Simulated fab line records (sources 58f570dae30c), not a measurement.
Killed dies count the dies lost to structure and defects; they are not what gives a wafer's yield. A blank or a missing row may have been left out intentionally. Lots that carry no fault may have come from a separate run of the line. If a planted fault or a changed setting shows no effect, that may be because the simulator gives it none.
Struck lot and sound lot, side by side / flow berkeley-cmos170 / 14 out of 331 route steps
Sound: these wafers, L235.3, L235.5, L235.6. The struck wafers were L226.1, L226.4, L226.6. The cause is given at the end.
Each step with rows lists, per side, the tool, then ch with its chambers, then its first start. Under that, the readings that differ: sound wafers / struck wafers / difference of the means / sigmas: that difference in standard deviations of wafers without a fault.
alike: a reading whose means differ by less than 2 such deviations, as well as words and numbers matching on both sides. not compared: withheld readings; readings where some wafer has no value; bounds like >300 that might hide an equal value; numbers whose values overlap and for which the record gives no deviation.
A row with sigmas, a row that says differs or no value, or rows on one side alone: a step with any of these is where the two part. When numbers do not overlap yet have no deviation, they are printed without sigmas and do not part them. A reading that every wafer of one side lacks parts them only if that side has two wafers or more.

first, 1 step without rows for these wafers: UCB170_PLDD_DEVELOP_05 (develop time 45 s).
UCB170_PLDD_CD_MEAS_06: target cd 1200 nm.
  sound on cd-sem-02, day 10 22:18; struck on cd-sem-02, day 9 01:25
  alike: cd-nm
UCB170_PLDD_OVL_MEAS_07:
  sound on overlay-01, day 10 22:23; struck on overlay-02, day 9 01:32
  alike: PLDD_OVL
then, 2 steps without rows for these wafers: UCB170_PLDD_IMPLANT_08; UCB170_PLDD_IMPLANT_09.
UCB170_PLDD_STRIP_10: strips in O2.
  sound on plasma-asher-03 ch 0,1, day 10 22:45; struck on plasma-asher-04 ch 0, day 9 01:52
  alike: drypump-motor-current-A, oes-product-au, strip-time-to-endpoint-s
  not compared: rf-hours-counter-h
UCB170_PLDD_TW_MEAS_11:
  sound on film-metro-04, day 10 22:50; struck on film-metro-01, day 9 01:58
  alike: PLDD_TW
then, 5 steps without rows for these wafers: UCB170_PLDD_CLEAN_12 (cleans in SPM, time 600 s); UCB170_NLDD_HMDS_00 (prime time 60 s); UCB170_NLDD_COAT_01 (resist thk 900 nm); UCB170_NLDD_SOFTBAKE_02 (time 60 s); UCB170_NLDD_EXPOSE_03 (exposes mask NSELECT, target cd 1200 nm).
UCB170_NLDD_PEB_04:
  sound on litho-track-01 ch 0, day 11 01:01; struck on litho-track-01, day 9 03:03
  no value came back on the struck wafers for chill-plate-temp-C (C), exhaust-pa (Pa); on the sound wafers chill-plate-temp-C (C) reads 23.28 22.99 23.09
then, 1 step without rows for these wafers: UCB170_NLDD_DEVELOP_05 (develop time 45 s).

WHERE THEY PART
Within this record, at UCB170_NLDD_PEB_04 only.

WHY: what the simulator had put in
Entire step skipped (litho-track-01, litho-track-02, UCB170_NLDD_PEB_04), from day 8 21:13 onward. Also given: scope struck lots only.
